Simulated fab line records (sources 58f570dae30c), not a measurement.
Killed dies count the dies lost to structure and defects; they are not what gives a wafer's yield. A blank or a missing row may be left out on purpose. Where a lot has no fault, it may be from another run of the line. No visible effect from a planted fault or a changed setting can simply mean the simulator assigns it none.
Split-lot trial | flow berkeley-cmos170 | 23 wafers read across 5 lots, on a route 331 steps long

== ON THE SPLIT ==
At UCB170_V1_ETCH_14 (etches SiO2 in CHF3/CF4/Ar, stops on Al, target depth 1250 nm, time 291 s), the setting time-s was moved away from the recipe's 291 s on 9 of the 23 wafers read, by +4.1% to +14.8%. The other wafers ran this setting at the recipe's value.

The reading comes from the split's own step.

== THE READING ==
KrF_of_V1_COAT_07.thk-nm (the simulator's own value, which no gauge read), in nm, at UCB170_V1_ETCH_14 (etches SiO2 in CHF3/CF4/Ar, stops on Al, target depth 1250 nm, time 291 s). The file does not state a usual value for it. Across the 14 wafers here that went through the recipe, the average is 609.4 nm and the standard deviation 2.2 nm.

wafer  | tool, chamber at the split | time-s as run, s | against the recipe | KrF_of_V1_COAT_07.thk-nm, nm | against lot-mates on the recipe
L074.1 | rie-diel-03, 2             | 291              | recipe             | 610.5                        | -
L074.3 | rie-diel-03, 1             | 291              | recipe             | 609                          | -
L074.4 | rie-diel-03, 3             | 291              | recipe             | 605.1                        | -
L077.1 | rie-diel-02, 1             | 291              | recipe             | 609.5                        | -
L077.2 | rie-diel-02, 3             | 303              | +4.1%              | 602.4                        | -6.7
L077.4 | rie-diel-02, 2             | 291              | recipe             | 608.9                        | -
L077.5 | rie-diel-02, 1             | 291              | recipe             | 608.8                        | -
L077.6 | rie-diel-02, 0             | 303              | +4.1%              | 598.8                        | -10.3
L081.1 | rie-diel-02, 0             | 303.3            | +4.2%              | 596.3                        | -15.6
L081.2 | rie-diel-02, 1             | 291              | recipe             | 610.4                        | -
L081.4 | rie-diel-02, 2             | 291              | recipe             | 613.5                        | -
L081.5 | rie-diel-02, 3             | 291              | recipe             | 611.7                        | -
L081.6 | rie-diel-02, 0             | 303.3            | +4.2%              | 602                          | -9.9
L085.1 | rie-diel-03, 3             | 291              | recipe             | 609                          | -
L085.2 | rie-diel-03, 0             | 330.7            | +13.6%             | 569.4                        | -39.4
L085.3 | rie-diel-03, 2             | 291              | recipe             | 611.2                        | -
L085.4 | rie-diel-03, 1             | 330.7            | +13.6%             | 571.5                        | -37.3
L085.5 | rie-diel-03, 1             | 291              | recipe             | 606.3                        | -
L083.1 | rie-diel-04, 2             | 291              | recipe             | 606.3                        | -
L083.2 | rie-diel-04, 1             | 334              | +14.8%             | 568.9                        | -39.7
L083.4 | rie-diel-04, 2             | 334              | +14.8%             | 562.7                        | -45.9
L083.5 | rie-diel-04, 1             | 291              | recipe             | 610.9                        | -
L083.6 | rie-diel-04, 3             | 334              | +14.8%             | 569.9                        | -38.7

THE FIT
A straight line over all 23 wafers: KrF_of_V1_COAT_07.thk-nm changes by -2.85 nm for each +1% of time-s; r = -0.99; the points scatter about the line by 2.6 nm.
The same after taking each lot's own level away (the mean of its wafers on the recipe; 23 wafers): -2.81 nm for each +1%; r = -0.99; scatter 2.4 nm.
On that fit, the largest move of time-s shifts the reading by 41 nm.
From 608.20 to 611.87 nm: that is the span of the lots' own levels, equal to 1.7 times the standard deviation above.
Hence the lot-to-lot level has little effect on the slope; both slopes agree.
Check: -41.7 nm against its lot-mates is what the line predicts for one of the wafers moved furthest among these (+14.8%) when that wafer is left out of the fit. Against them it came out at -39.7 nm.

== ADDITIONAL SPLITS CARRIED BY THESE WAFERS ==
Note: prior to the reading, these wafers also went through further splits. Each is held against what the fit with the lots' levels taken away leaves over:
other split on the same wafers   | wafers away from the commonest value | r with KrF_of_V1_COAT_07.thk-nm (lot level and that fit taken away)
UCB170_CONTACT_EXPOSE_12 dose-mj | 9                                    | +0.12
UCB170_M1_COAT_04 spin-rpm       | 7                                    | +0.34
UCB170_M1_ETCH_11 pressure-mtorr | 18                                   | -0.04

== THE WHOLE CHAIN: every reading that the file lists as answering this split, in the file's order ==
step               | what it does                                                              | reading                                                                   | change (the file's fit)              | r (the file's)
UCB170_V1_ETCH_14  | etches SiO2 in CHF3/CF4/Ar, stops on Al, target depth 1250 nm, time 291 s | KrF_of_V1_COAT_07.thk-nm (the simulator's own value, which no gauge read) | -2.79 nm for each +1% of the setting | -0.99
UCB170_V1_STRIP_15 | strips in O2                                                              | strip-time-to-endpoint-s                                                  | withheld for each +1% of the setting | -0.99

== FILE'S OWN FIT ==
KrF_of_V1_COAT_07.thk-nm changes by -2.79 nm for each +1% of time-s, r = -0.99.
